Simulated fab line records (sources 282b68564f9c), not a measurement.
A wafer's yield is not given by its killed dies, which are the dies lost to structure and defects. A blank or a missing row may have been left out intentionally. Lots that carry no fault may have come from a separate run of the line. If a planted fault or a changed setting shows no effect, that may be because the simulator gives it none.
Split-lot experiment	flow rit cmos	23 wafers read from 5 lots, route of 202 steps

ABOUT THE SPLIT
At RIT_SILICIDE_SPUTTER_01 (material Ti, target thk 30 nm, time 240 s), the setting power w was moved away from the recipe's 350 W on 11 of the 23 wafers read, by -8.9% to +7.2%. The other wafers ran this setting at the recipe's value.

THE PATH FROM SPLIT TO READING: the file shows 1 step between them
- RIT_SILICIDE_RS_MEAS_02: measures by four-point-probe

THE READING
SILICIDE_TI_THK, in nm, at RIT_SILICIDE_THK_MEAS_03 (measures by xrf). Fault-free wafers of this fab line usually give 30.1 nm, standard deviation 0.31 nm.

wafer	tool, chamber at the split	power w as run, W	against the recipe	SILICIDE_TI_THK, nm	against lot-mates on the recipe
L075.1	pvd sputter-03, -	350	recipe	30.0	-
L075.2	pvd sputter-03, -	350	recipe	30.0	-
L075.3	pvd sputter-03, -	350	recipe	30.3	-
L077.1	pvd sputter-03, -	350	recipe	29.9	-
L077.3	pvd sputter-03, -	350	recipe	29.5	-
L077.4	pvd sputter-03, -	374.3	+6.9%	31.3	+1.6
L077.5	pvd sputter-03, -	374.3	+6.9%	31.8	+2.1
L077.6	pvd sputter-03, -	374.3	+6.9%	31.9	+2.2
L078.2	pvd sputter-04, -	350	recipe	30.4	-
L078.3	pvd sputter-04, -	363.1	+3.7%	31.5	+1.1
L078.4	pvd sputter-04, -	363.1	+3.7%	31.6	+1.2
L078.5	pvd sputter-04, -	350	recipe	30.5	-
L078.6	pvd sputter-04, -	363.1	+3.7%	31.4	+0.9
L080.1	pvd sputter-03, -	375.2	+7.2%	32.9	+2.6
L080.2	pvd sputter-03, -	375.2	+7.2%	32.7	+2.5
L080.3	pvd sputter-03, -	350	recipe	30.3	-
L080.4	pvd sputter-03, -	375.2	+7.2%	32.7	+2.5
L080.6	pvd sputter-03, -	350	recipe	30.2	-
L084.1	pvd sputter-03, -	350	recipe	29.9	-
L084.3	pvd sputter-03, -	350	recipe	29.9	-
L084.4	pvd sputter-03, -	319	-8.9%	27.5	-2.5
L084.5	pvd sputter-03, -	319	-8.9%	27.6	-2.4
L084.6	pvd sputter-03, -	350	recipe	30.1	-

THE FIT
A straight line over all 23 wafers: SILICIDE_TI_THK changes by +0.3 nm for each +1% of power w; r = +0.97; the points scatter about the line by 0.37 nm.
The same after taking each lot's own level away (the mean of its wafers on the recipe; 23 wafers): +0.297 nm for each +1%; r = +0.99; scatter 0.21 nm.
The reading moves by 2.6 nm for the largest change in power w, on that fit.
The span of the lots' own levels, 29.70 to 30.45 nm, comes to 2.4 times the standard deviation stated above.
Hence the lot-to-lot level has little effect on the slope; both slopes agree.
Check: with one of the wafers moved furthest among these (-8.9%) left out of the fit, the line predicts -2.63 nm for it against its lot-mates. It came out at -2.47 nm against them.

THE WHOLE CHAIN: every reading that the file lists as answering this split, in the file's order
step	what it does	reading	change (the file's fit)	r (the file's)
RIT_SILICIDE_SPUTTER_01	material Ti, target thk 30 nm, time 240 s	Ti_of_SILICIDE_SPUTTER_01.thk nm (the simulator's own value, which no gauge read)	+0.293 nm for each +1% of the setting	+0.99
RIT_SILICIDE_RS_MEAS_02	measures by four-point-probe	SILICIDE_TI_RS	-0.581 for each +1% of the setting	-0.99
RIT_SILICIDE_THK_MEAS_03	measures by xrf	SILICIDE_TI_THK	+0.297 for each +1% of the setting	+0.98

THE FILE'S OWN FIT
SILICIDE_TI_THK changes by +0.297 nm for each +1% of power w, r = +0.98.
